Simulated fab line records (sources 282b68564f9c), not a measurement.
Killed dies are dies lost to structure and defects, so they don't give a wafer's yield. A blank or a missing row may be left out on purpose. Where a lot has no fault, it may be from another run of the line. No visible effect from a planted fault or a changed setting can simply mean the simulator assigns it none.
Which tool is to blame? :: flow rit-cmos :: Sampling: 12 lots, 36 wafers, 2 of 202 route steps

== WHAT THE GAUGES READ, wafer by wafer ==
RIT_GATE_THK_MEAS_09. Usual: GATE_POLY_THK typically reads 250.6 nm, with standard deviation 1.9.
lot: L981
measured: day 2 13:08
on: film-metro-04
GATE_POLY_THK (nm): 252.1 251.7 253.3
flag: 

lot: L982
measured: day 2 23:15
on: film-metro-04
GATE_POLY_THK (nm): 250.9 251.1 254.2
flag: 

lot: L983
measured: day 3 01:22
on: film-metro-04
GATE_POLY_THK (nm): 253.7 253.3 254.8
flag: 

lot: L984
measured: day 3 05:22
on: film-metro-01
GATE_POLY_THK (nm): 251.5 249.5 249.1
flag: 

lot: L985
measured: day 3 11:29
on: film-metro-04
GATE_POLY_THK (nm): 248.0 249.2 248.1
flag: 

lot: L986
measured: day 3 17:23
on: film-metro-04
GATE_POLY_THK (nm): 250.0 250.2 251.5
flag: 

lot: L987
measured: day 3 23:16
on: film-metro-04
GATE_POLY_THK (nm): 251.6 250.1 251.5
flag: 

lot: L991
measured: day 4 17:51
on: film-metro-01
GATE_POLY_THK (nm): 236.4 235.5 235.9
flag: OFF

lot: L993
measured: day 5 10:52
on: film-metro-01
GATE_POLY_THK (nm): 231.9 230.1 230.5
flag: OFF

lot: L999
measured: day 7 01:12
on: film-metro-04
GATE_POLY_THK (nm): 251.1 252.8 251.5
flag: 

lot: L103
measured: day 8 02:15
on: film-metro-03
GATE_POLY_THK (nm): 248.1 248.7 248.0
flag: 

lot: L104
measured: day 8 02:15
on: film-metro-01
GATE_POLY_THK (nm): 254.3 251.4 255.6
flag: 

== TOOL THAT RAN EACH LOT (tool first, then ch and the chambers of the sampled wafers, then the start) ==
lot: L981
RIT_GATE_CVD_08: lpcvd-02 ch 1, day 2 11:31

lot: L982
RIT_GATE_CVD_08: lpcvd-01 ch 0, day 2 21:37

lot: L983
RIT_GATE_CVD_08: lpcvd-01 ch 1, day 2 23:44

lot: L984
RIT_GATE_CVD_08: lpcvd-01 ch 0, day 3 03:44

lot: L985
RIT_GATE_CVD_08: lpcvd-01 ch 0, day 3 09:52

lot: L986
RIT_GATE_CVD_08: lpcvd-02 ch 0, day 3 15:46

lot: L987
RIT_GATE_CVD_08: lpcvd-01 ch 1, day 3 21:38

lot: L991
RIT_GATE_CVD_08: lpcvd-02 ch 1, day 4 16:13

lot: L993
RIT_GATE_CVD_08: lpcvd-02 ch 1, day 5 09:16

lot: L999
RIT_GATE_CVD_08: lpcvd-01 ch 1, day 6 23:35

lot: L103
RIT_GATE_CVD_08: lpcvd-02 ch 0, day 8 00:38

lot: L104
RIT_GATE_CVD_08: lpcvd-02 ch 0, day 8 00:38
- RIT_GATE_CVD_08: deposits poly-Si from SiH4, target thk 250 nm, time 2220 s.

== WHAT THE TOOLS THEMSELVES READ (means of the sampled wafers that have a number; where no wafer has one, the mark that the record gives instead) ==
RIT_GATE_CVD_08. Usual: pressure-mtorr 299.9 mTorr, standard deviation 0.64.
lot: L981
tool: lpcvd-02
pressure-mtorr (mTorr): 299.8
flag: 

lot: L982
tool: lpcvd-01
pressure-mtorr (mTorr): 298.5
flag: 

lot: L983
tool: lpcvd-01
pressure-mtorr (mTorr): 299.2
flag: 

lot: L984
tool: lpcvd-01
pressure-mtorr (mTorr): 300.4
flag: 

lot: L985
tool: lpcvd-01
pressure-mtorr (mTorr): 300.6
flag: 

lot: L986
tool: lpcvd-02
pressure-mtorr (mTorr): 299.7
flag: 

lot: L987
tool: lpcvd-01
pressure-mtorr (mTorr): 299.7
flag: 

lot: L991
tool: lpcvd-02
pressure-mtorr (mTorr): 300.6
flag: 

lot: L993
tool: lpcvd-02
pressure-mtorr (mTorr): 300.5
flag: 

lot: L999
tool: lpcvd-01
pressure-mtorr (mTorr): 299.7
flag: 

lot: L103
tool: lpcvd-02
pressure-mtorr (mTorr): 299.1
flag: 

lot: L104
tool: lpcvd-02
pressure-mtorr (mTorr): 299.6
flag: 

== THE ANSWER, worked out from the rows above alone ==
Rule: lot off if the mean of its wafers having a number is beyond 3 standard deviations from the usual mean. A lot without any number at a reading at which 4 lots or more have one is off too. Where the step has rows for the other lots, those lots are counted as sound. Order of review: gauges by route order, followed by the tools' own readings, for which a lot's mean as printed above is used. The first step at which some lot is off is used, and at that step the reading that is off furthest; a lot without a number counts as furthest.
Off: at RIT_GATE_THK_MEAS_09 (GATE_POLY_THK), L991, L993.
If a tool, at a process step before that reading, ran all the lots that are off and no sound lot after the first of them, it fits. The gauges at RIT_GATE_THK_MEAS_09 are tried like those tools. None of those tried fits.

== WHAT THE SIMULATOR PUT IN ==
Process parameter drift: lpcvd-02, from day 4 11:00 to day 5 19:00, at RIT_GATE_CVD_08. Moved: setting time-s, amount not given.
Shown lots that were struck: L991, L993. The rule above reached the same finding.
